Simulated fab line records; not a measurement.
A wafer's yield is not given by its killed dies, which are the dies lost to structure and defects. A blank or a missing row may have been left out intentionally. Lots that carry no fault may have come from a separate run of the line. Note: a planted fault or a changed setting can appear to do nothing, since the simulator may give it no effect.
Which of the tools did it? :: flow rit-cmos :: 15 lots, 45 wafers sampled, at 3 steps of a route of 202

== WHAT THE GAUGES SHOWED, per wafer ==
RIT_WELLDRIVE_RS_MEAS_02: the measuring method here is four-point-probe.
lot: L458
measured: day 2 11:14
on: film-metro-03
PWELL_RS (ohm/sq): 430.0 429.7 430.8

lot: L459
measured: day 2 14:10
on: film-metro-04
PWELL_RS (ohm/sq): 429.3 429.0 428.5

lot: L460
measured: day 2 18:56
on: film-metro-03
PWELL_RS (ohm/sq): 431.8 430.3 430.5

lot: L461
measured: day 3 00:03
on: film-metro-03
PWELL_RS (ohm/sq): 428.8 429.6 428.4

lot: L462
measured: day 3 07:12
on: film-metro-03
PWELL_RS (ohm/sq): 427.9 430.4 430.0

lot: L464
measured: day 3 15:58
on: film-metro-03
PWELL_RS (ohm/sq): 428.3 426.5 426.9

lot: L465
measured: day 3 20:34
on: film-metro-03
PWELL_RS (ohm/sq): 428.9 429.9 428.7

lot: L466
measured: day 4 02:14
on: film-metro-04
PWELL_RS (ohm/sq): 429.9 430.0 429.9

lot: L468
measured: day 4 11:32
on: film-metro-02
PWELL_RS (ohm/sq): 431.8 431.5 431.2

lot: L470
measured: day 4 20:52
on: film-metro-02
PWELL_RS (ohm/sq): 428.8 428.4 428.9

lot: L475
measured: day 6 01:41
on: film-metro-02
PWELL_RS (ohm/sq): 432.1 431.2 430.7

lot: L477
measured: day 6 13:20
on: film-metro-04
PWELL_RS (ohm/sq): 429.5 429.2 429.5

lot: L478
measured: day 6 18:26
on: film-metro-03
PWELL_RS (ohm/sq): 430.7 430.6 429.5

lot: L479
measured: day 6 20:49
on: film-metro-04
PWELL_RS (ohm/sq): 428.3 427.5 428.5

lot: L480
measured: day 7 01:04
on: film-metro-02
PWELL_RS (ohm/sq): 429.8 431.7 429.9

RIT_GATE_THK_MEAS_09.
lot: L458
measured: day 2 18:04
on: film-metro-02
GATE_POLY_THK (nm): 246.2 245.6 244.6

lot: L459
measured: day 2 21:25
on: film-metro-03
GATE_POLY_THK (nm): 248.6 249.5 248.5

lot: L460
measured: day 3 02:04
on: film-metro-01
GATE_POLY_THK (nm): 245.1 246.2 245.9

lot: L461
measured: day 3 09:35
on: film-metro-02
GATE_POLY_THK (nm): 252.0 252.2 253.4

lot: L462
measured: day 3 14:32
on: film-metro-03
GATE_POLY_THK (nm): 250.5 251.9 249.6

lot: L464
measured: day 3 22:40
on: film-metro-02
GATE_POLY_THK (nm): 250.9 250.6 249.7

lot: L465
measured: day 4 03:24
on: film-metro-02
GATE_POLY_THK (nm): 248.4 248.8 245.2

lot: L466
measured: day 4 09:18
on: film-metro-01
GATE_POLY_THK (nm): 245.3 247.2 247.8

lot: L468
measured: day 4 18:13
on: film-metro-01
GATE_POLY_THK (nm): 248.3 248.5 250.5

lot: L470
measured: day 5 03:38
on: film-metro-02
GATE_POLY_THK (nm): 251.4 250.8 248.2

lot: L475
measured: day 6 11:27
on: film-metro-03
GATE_POLY_THK (nm): 251.3 250.4 251.9

lot: L477
measured: day 6 20:04
on: film-metro-01
GATE_POLY_THK (nm): 249.4 250.8 249.6

lot: L478
measured: day 7 01:35
on: film-metro-03
GATE_POLY_THK (nm): 251.7 249.0 248.8

lot: L479
measured: day 7 03:53
on: film-metro-02
GATE_POLY_THK (nm): 248.0 250.5 248.5

lot: L480
measured: day 7 07:54
on: film-metro-03
GATE_POLY_THK (nm): 246.6 248.0 248.0

== WHICH TOOL RAN EACH LOT (tool, then ch and the chambers of the sampled wafers, then the start) ==
lot: L458
RIT_ACTIVE_CLEAN_15: wet-bench-04 ch 2, day 1 22:31

lot: L459
RIT_ACTIVE_CLEAN_15: wet-bench-02 ch 1, day 2 01:08

lot: L460
RIT_ACTIVE_CLEAN_15: wet-bench-03 ch 3, day 2 06:16

lot: L461
RIT_ACTIVE_CLEAN_15: wet-bench-04 ch 3, day 2 11:15

lot: L462
RIT_ACTIVE_CLEAN_15: wet-bench-04 ch 2, day 2 17:24

lot: L464
RIT_ACTIVE_CLEAN_15: wet-bench-02 ch 1, day 3 02:21

lot: L465
RIT_ACTIVE_CLEAN_15: wet-bench-02 ch 0, day 3 07:47

lot: L466
RIT_ACTIVE_CLEAN_15: wet-bench-04 ch 1, day 3 12:36

lot: L468
RIT_ACTIVE_CLEAN_15: wet-bench-04 ch 3, day 3 22:08

lot: L470
RIT_ACTIVE_CLEAN_15: wet-bench-02 ch 1, day 4 08:16

lot: L475
RIT_ACTIVE_CLEAN_15: wet-bench-04 ch 0, day 5 09:08

lot: L477
RIT_ACTIVE_CLEAN_15: wet-bench-04 ch 2, day 5 21:53

lot: L478
RIT_ACTIVE_CLEAN_15: wet-bench-04 ch 3, day 6 01:34

lot: L479
RIT_ACTIVE_CLEAN_15: wet-bench-03 ch 1, day 6 05:47

lot: L480
RIT_ACTIVE_CLEAN_15: wet-bench-03 ch 0, day 6 11:02
- RIT_ACTIVE_CLEAN_15: cleans in SC1, time 600 s.

== WHAT THE TOOLS THEMSELVES READ (means of the sampled wafers that have a number; where no wafer has one, the mark that the record gives instead) ==
RIT_ACTIVE_CLEAN_15.
lot: L458
tool: wet-bench-04
run-length-s (s): 626
temp-c (C): 75.07

lot: L459
tool: wet-bench-02
run-length-s (s): 633
temp-c (C): 75.12

lot: L460
tool: wet-bench-03
run-length-s (s): 626
temp-c (C): 74.95

lot: L461
tool: wet-bench-04
run-length-s (s): 627
temp-c (C): 74.91

lot: L462
tool: wet-bench-04
run-length-s (s): 627
temp-c (C): 74.88

lot: L464
tool: wet-bench-02
run-length-s (s): 626
temp-c (C): 75.15

lot: L465
tool: wet-bench-02
run-length-s (s): 623
temp-c (C): 75.09

lot: L466
tool: wet-bench-04
run-length-s (s): 626
temp-c (C): 74.95

lot: L468
tool: wet-bench-04
run-length-s (s): 628
temp-c (C): 75.02

lot: L470
tool: wet-bench-02
run-length-s (s): 627
temp-c (C): 74.94

lot: L475
tool: wet-bench-04
run-length-s (s): 599
temp-c (C): 75.05

lot: L477
tool: wet-bench-04
run-length-s (s): 600
temp-c (C): 74.95

lot: L478
tool: wet-bench-04
run-length-s (s): 600
temp-c (C): 75.17

lot: L479
tool: wet-bench-03
run-length-s (s): 634
temp-c (C): 75.03

lot: L480
tool: wet-bench-03
run-length-s (s): 632
temp-c (C): 75.12

== THE ANSWER, worked out from the rows above alone ==
Rule: what is usual is taken from the lots themselves. Put in order of their means at a reading, lots are off if they are a third of the lots or fewer, leave a main group of 4 or more, and stand apart from it by a gap of 3 or more times the standard deviation of the main group's means; of several such gaps the widest counts. A main group is skipped when, at the precision printed for the reading in the tables above, its means are all equal. Also off: a lot with no number at a reading for which 4 or more lots have one. All remaining lots with rows at the step are treated as sound. The gauges are gone through in route order, then the tools' own readings, and for those a lot's mean is taken as printed above. The first step at which some lot is off is used, and at that step the reading that is off furthest; a lot without a number counts as furthest.
Off: L475, L477, L478 (RIT_ACTIVE_CLEAN_15, run-length-s). Mean 628 s and standard deviation 3.2 in the main group.
A tool fits if, at that step or a process step before it, it ran every lot that is off, and no sound lot after the first of them. One candidate fits, namely wet-bench-04 at RIT_ACTIVE_CLEAN_15. Its last sound lot is L468 (day 3 22:08), its first lot that is off L475 (day 5 09:08): a fault that began between those two fits.
On the lots that are off, the tool's own readings at RIT_ACTIVE_CLEAN_15 differ by more than 5 times the standard deviation of the sound lots' means, which bears it out; run-length-s reads 600 s there versus 628 s on the sound lots.

== WHAT HAD BEEN PUT IN BY THE SIMULATOR ==
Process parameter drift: wet-bench-04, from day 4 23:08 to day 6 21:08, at RIT_ACTIVE_CLEAN_15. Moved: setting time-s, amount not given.
Shown lots that were struck: L475, L477, L478. Same finding as the rule above.
